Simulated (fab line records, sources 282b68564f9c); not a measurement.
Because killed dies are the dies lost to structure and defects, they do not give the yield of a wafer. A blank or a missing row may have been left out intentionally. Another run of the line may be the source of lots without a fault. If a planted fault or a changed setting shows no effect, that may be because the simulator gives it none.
Comparing a struck lot with a sound one -- flow rit-cmos -- 13 out of 202 route steps
Sound: these wafers, L771.2, L771.5, L771.6. Wafers L760.1, L760.4, L760.5 were the ones struck. The cause is given at the end.
Per side, at each step with rows, come the tool, then ch with its chambers, and then its first start. Under that, the readings that differ: sound wafers -- struck wafers -- difference of the means -- sigmas: that difference in standard deviations of wafers without a fault.
alike: same words and numbers on both sides, and readings whose means sit less than 2 such deviations apart. not compared: any withheld reading, any reading some wafer has no value for, any bound like >300 that may hide the same value, and any number with overlapping values for which the record gives no deviation.
The two part at a step that has a row with sigmas, a row that says differs or no value, or rows on one side only. Non-overlapping numbers with no deviation appear without sigmas and do not part them. Lack of a reading on every wafer of one side parts them only where that side has two or more wafers.

first, 2 steps without rows for these wafers: RIT_ACTIVE_PEB_09; RIT_ACTIVE_DEVELOP_10 (develop time 50 s).
RIT_ACTIVE_CD_MEAS_11: target cd 1400 nm.
  sound: cd-sem-02 at day 4 12:46; struck: cd-sem-01 at day 2 07:13
  alike: cd-nm
then, 1 step without rows for these wafers: RIT_ACTIVE_HARDBAKE_12 (time 60 s).
RIT_ACTIVE_ETCH_13: etches Si3N4 in SF6, stops on SiO2, time 210 s, target depth 210 nm.
  sound on rie-diel-02 ch 0,1,3, day 4 13:01; struck on rie-diel-03 ch 0,3, day 2 07:29
  alike: SF6_flow_sccm, chamber-pressure-mTorr, drypump-motor-current-A, oes-product-au, throttle-valve-pct
  not compared: rf-hours-counter-h
RIT_ACTIVE_STRIP_14: strips in O2, time 180 s.
  sound on plasma-asher-01 ch 0,1, day 4 13:09; struck on plasma-asher-03 ch 0, day 2 07:37
reading,sound,struck,difference,sigmas
drypump-motor-current-A (A),5.8 5.9 5.8,5.1 5.1 5.1,-0.7,-2
  alike: o2-flow-sccm
  not compared: rf-hours-counter-h
RIT_ACTIVE_CD_MEAS_90: target cd 1400 nm.
  sound: cd-sem-01 at day 4 13:20; struck: cd-sem-02 at day 2 07:47
  alike: cd-nm
then, 4 steps without rows for these wafers: RIT_ACTIVE_CLEAN_15 (cleans in SC1, time 600 s); RIT_ACTIVE_CLEAN_16 (cleans in dHF, time 30 s); RIT_ACTIVE_CLEAN_17 (cleans in SC2, time 600 s); RIT_FOX1_OXIDATION_00 (target thk 350.7 nm, ox time 1130 s).
RIT_FOX1_THK_MEAS_01:
  sound: film-metro-04 at day 4 15:36; struck: film-metro-02 at day 2 09:57
  alike: FOX1_OXIDE_THK
RIT_FOX1_WET_ETCH_02: etches SiO2 in BOE, target depth 350 nm, time 390 s.
  sound on wet-bench-02 ch 0, day 4 15:39; struck on wet-bench-02 ch 2, day 2 10:01
  no value came back on the struck wafers for bath-heat-duty-pct (%), run-length-s (s); on the sound wafers bath-heat-duty-pct (%) reads 1.2 2.0 1.6
reading,sound,struck,difference,sigmas
model.SiO2_of_FOX1_OXIDATION_00.thk-nm (nm),0 0 0,354.1 356.6 354.6,+355.1,
model.Si3N4_of_ACTIVE_CVD_03.thk-nm (nm),140.3 139.9 140.5,142.9 142.1 141.5,+1.9,

## WHERE THEY PART
First at RIT_ACTIVE_STRIP_14; last, within this record, at RIT_FOX1_WET_ETCH_02.

WHY: whatever the simulator had introduced
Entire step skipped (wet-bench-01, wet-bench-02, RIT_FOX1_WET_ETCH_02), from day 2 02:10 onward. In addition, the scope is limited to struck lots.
